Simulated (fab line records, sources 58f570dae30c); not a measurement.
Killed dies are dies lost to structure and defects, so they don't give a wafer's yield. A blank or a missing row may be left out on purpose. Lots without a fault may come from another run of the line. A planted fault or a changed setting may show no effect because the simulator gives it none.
Which tool did it? | flow berkeley_cmos170 | 14 lots, 42 wafers sampled, at 5 steps of a route of 331

WHAT THE GAUGES READ, wafer by wafer
UCB170_PWELL_THK_MEAS_03.
lot  | measured    | on            | PWELL_OXIDE_THK (nm)
L240 | day 2 20:58 | film_metro-04 | 26.3 25.8 26.1
L241 | day 3 01:24 | film_metro-04 | 26.4 26.1 26.4
L244 | day 3 16:44 | film_metro-01 | 26.5 26.7 26.4
L247 | day 4 13:20 | film_metro-01 | 26.6 26.6 26.7
L248 | day 4 13:19 | film_metro-03 | 26.8 26.6 26.5
L249 | day 5 02:55 | film_metro-04 | 26.6 27.1 26.8
L251 | day 5 08:02 | film_metro-04 | 26.4 25.9 25.4
L252 | day 5 08:02 | film_metro-03 | 26.8 26.7 26.8
L255 | day 6 02:57 | film_metro-04 | 26.7 26.0 26.3
L256 | day 6 07:10 | film_metro-01 | 26.5 26.1 25.7
L259 | day 7 01:01 | film_metro-04 | 25.6 25.8 25.8
L260 | day 7 03:12 | film_metro-04 | 25.7 26.1 25.9
L261 | day 7 12:12 | film_metro-04 | 25.8 25.6 25.8
L262 | day 7 12:13 | film_metro-03 | 25.5 25.7 25.7

UCB170_PSD_CD_MEAS_06: target cd 1200 nm.
lot  | measured     | on        | cd_nm (nm)
L240 | day 6 22:49  | cd_sem-01 | 1198.2 1198.7 1198.8
L241 | day 6 22:34  | cd_sem-02 | 1197.4 1198.4 1197.0
L244 | day 7 19:40  | cd_sem-01 | 1199.8 1197.8 1197.4
L247 | day 8 07:34  | cd_sem-01 | 1198.5 1199.3 1198.5
L248 | day 8 07:18  | cd_sem-01 | 1202.9 1199.9 1202.1
L249 | day 8 22:40  | cd_sem-01 | 1202.5 1201.9 1201.7
L251 | day 8 23:16  | cd_sem-02 | 1200.1 1199.3 1201.8
L252 | day 8 22:55  | cd_sem-02 | 1198.9 1198.9 1198.6
L255 | day 10 00:02 | cd_sem-02 | 1198.4 1198.2 1199.3
L256 | day 9 23:40  | cd_sem-01 | 1199.2 1200.7 1201.2
L259 | day 10 20:41 | cd_sem-02 | 1179.2 1179.1 1178.1
L260 | day 10 20:58 | cd_sem-02 | 1177.3 1177.4 1177.2
L261 | day 11 07:50 | cd_sem-01 | 1197.6 1197.9 1198.5
L262 | day 11 07:35 | cd_sem-01 | 1201.5 1202.7 1204.2

UCB170_V2_THK_MEAS_04.
lot  | measured     | on            | V2_POLISHED_THK (nm)
L240 | day 7 22:48  | film_metro-03 | 1000.1 997.9 1000.0
L241 | day 7 22:27  | film_metro-04 | 1001.3 1000.5 1000.5
L244 | day 8 17:56  | film_metro-02 | 1000.0 1000.6 998.4
L247 | day 9 07:28  | film_metro-03 | 998.4 998.3 999.9
L248 | day 9 07:56  | film_metro-04 | 997.4 998.4 998.3
L249 | day 9 23:33  | film_metro-03 | 999.5 998.8 1000.2
L251 | day 9 22:11  | film_metro-02 | 1001.0 1002.0 1000.5
L252 | day 10 00:23 | film_metro-04 | 1001.3 999.6 999.2
L255 | day 10 23:36 | film_metro-04 | 1000.8 1002.4 1001.1
L256 | day 11 00:22 | film_metro-04 | 1002.5 999.6 1001.1
L259 | day 11 20:01 | film_metro-04 | 999.8 999.6 998.9
L260 | day 11 19:44 | film_metro-02 | 999.7 999.2 999.1
L261 | day 12 11:26 | film_metro-02 | 1001.4 1000.4 1001.2
L262 | day 12 11:11 | film_metro-03 | 1000.5 1000.6 1000.9

WHICH TOOL RAN EACH LOT (tool, then ch and the chambers of the sampled wafers, then the start)
lot  | UCB170_ZERO_ETCH_06               | UCB170_PSD_PEB_04
L240 | rie_diel-04 ch 0,1, day 1 22:50   | litho_track-02 ch 0, day 6 22:32
L241 | rie_diel-02 ch 0,1,3, day 2 05:51 | litho_track-02 ch 0, day 6 22:19
L244 | rie_diel-04 ch 1,2, day 2 19:45   | litho_track-04 ch 0, day 7 19:23
L247 | rie_diel-04 ch 0,2,3, day 3 12:47 | litho_track-01 ch 0, day 8 07:17
L248 | rie_diel-04 ch 1,2, day 3 17:47   | litho_track-02 ch 0, day 8 07:02
L249 | rie_diel-02 ch 1,2,3, day 4 00:34 | litho_track-01 ch 0, day 8 22:23
L251 | rie_diel-02 ch 0,2, day 4 11:13   | litho_track-01 ch 0, day 8 22:59
L252 | rie_diel-04 ch 1,2,3, day 4 11:25 | litho_track-04 ch 0, day 8 22:39
L255 | rie_diel-04 ch 0,1,3, day 5 03:26 | litho_track-04 ch 0, day 9 23:46
L256 | rie_diel-04 ch 1,2, day 5 08:44   | litho_track-02 ch 0, day 9 23:25
L259 | rie_diel-03 ch 0,2, day 6 03:17   | litho_track-04 ch 0, day 10 20:25
L260 | rie_diel-02 ch 1,2,3, day 6 06:46 | litho_track-04 ch 0, day 10 20:43
L261 | rie_diel-04 ch 0,1, day 6 10:57   | litho_track-01 ch 0, day 11 07:34
L262 | rie_diel-02 ch 1,2, day 6 15:07   | litho_track-01 ch 0, day 11 07:19
- UCB170_ZERO_ETCH_06: etches SiO2 in CHF3/CF4/Ar, time 12 s.
- UCB170_PSD_PEB_04

WHAT THE TOOLS THEMSELVES READ (means of the sampled wafers that have a number; where no wafer has one, the mark that the record gives instead)
UCB170_ZERO_ETCH_06.
lot  | tool        | cf4_flow_sccm (sccm) | chamber_pressure_mTorr (mTorr) | drypump_motor_current_A (A) | oes_product_au (a.u.) | rf_fwd_power_W (W) | throttle_valve_pct (%)
L240 | rie_diel-04 | 9.984                | 100.01                         | 5.0                         | 0.622                 | 492.4              | 9.21
L241 | rie_diel-02 | 9.987                | 100.16                         | 5.5                         | 0.621                 | 491.0              | 9.26
L244 | rie_diel-04 | 10.001               | 100.03                         | 5.5                         | 0.608                 | 492.0              | 9.17
L247 | rie_diel-04 | 10.021               | 100.03                         | 5.3                         | 0.615                 | 490.6              | 9.21
L248 | rie_diel-04 | 10.017               | 100.02                         | 5.4                         | 0.611                 | 492.6              | 9.21
L249 | rie_diel-02 | 9.995                | 99.91                          | 5.6                         | 0.611                 | 492.4              | 9.21
L251 | rie_diel-02 | 9.991                | 99.90                          | 5.8                         | 0.611                 | 492.9              | 9.24
L252 | rie_diel-04 | 9.990                | 100.03                         | 5.3                         | 0.613                 | 488.7              | 9.26
L255 | rie_diel-04 | 10.021               | 99.97                          | 5.1                         | 0.621                 | 491.3              | 9.26
L256 | rie_diel-04 | 9.991                | 100.06                         | 5.5                         | 0.611                 | 490.5              | 9.16
L259 | rie_diel-03 | 9.987                | 100.03                         | 5.7                         | 0.618                 | 490.4              | 9.11
L260 | rie_diel-02 | 10.016               | 100.10                         | 5.6                         | 0.612                 | 492.8              | 9.22
L261 | rie_diel-04 | 10.005               | 100.11                         | 5.1                         | 0.621                 | 493.4              | 9.20
L262 | rie_diel-02 | 10.013               | 99.97                          | 5.5                         | 0.616                 | 492.8              | 9.19

UCB170_PSD_PEB_04.
lot  | tool           | heater_power_total_W (W) | plate_temp_C (C)
L240 | litho_track-02 | 56.84                    | 129.98
L241 | litho_track-02 | 56.80                    | 129.99
L244 | litho_track-04 | 56.79                    | 130.10
L247 | litho_track-01 | 56.78                    | 130.10
L248 | litho_track-02 | 56.80                    | 130.09
L249 | litho_track-01 | 56.82                    | 130.12
L251 | litho_track-01 | 56.81                    | 130.02
L252 | litho_track-04 | 56.83                    | 130.09
L255 | litho_track-04 | 56.78                    | 129.83
L256 | litho_track-02 | 56.77                    | 129.90
L259 | litho_track-04 | 55.19                    | 127.26
L260 | litho_track-04 | 55.19                    | 127.24
L261 | litho_track-01 | 56.76                    | 129.98
L262 | litho_track-01 | 56.81                    | 129.74

THE ANSWER, worked out from the rows above alone
Rule: what is usual is taken from the lots themselves. Put in order of their means at a reading, lots are off if they are a third of the lots or fewer, leave a main group of 4 or more, and stand apart from it by a gap of 3 or more times the standard deviation of the main group's means; of several such gaps the widest counts. A main group whose means are all the same, to the digits that the tables above print for the reading, isn't used. A lot without any number at a reading at which 4 lots or more have one is off too. The other lots that the step has rows for count as sound. The gauges are gone through in route order, then the tools' own readings, and for those a lot's mean is taken as printed above. The first step at which some lot is off is used, and at that step the reading that is off furthest; a lot without a number counts as furthest.
Off: L259, L260, at UCB170_PSD_CD_MEAS_06 (cd_nm). The main group: mean 1199.7 nm, standard deviation 1.7.
A tool fits if, at a process step before that reading, it ran every lot that is off, and no sound lot after the first of them. The gauges at UCB170_PSD_CD_MEAS_06 aren't tried: what is off there is off at UCB170_PSD_PEB_04 too, on other tools, and a gauge's error can't cause that. One fits: litho_track-04 at UCB170_PSD_PEB_04. Its last sound lot is L255 (day 9 23:46), its first lot that is off L259 (day 10 20:25): a fault that began between those two fits.
The tool's own readings at UCB170_PSD_PEB_04 bear it out: on the lots that are off they differ by more than 5 times the standard deviation of the sound lots' means. heater_power_total_W reads 55.19 W there against 56.80 W on the sound lots; plate_temp_C reads 127.25 C there against 130.00 C on the sound lots.

WHAT THE SIMULATOR HAD PUT IN
Process parameter drift: litho_track-04, from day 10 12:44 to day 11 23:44, at UCB170_PSD_PEB_04. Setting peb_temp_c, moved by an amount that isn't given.
Lots struck among those shown: L259, L260. The rule above found the same.
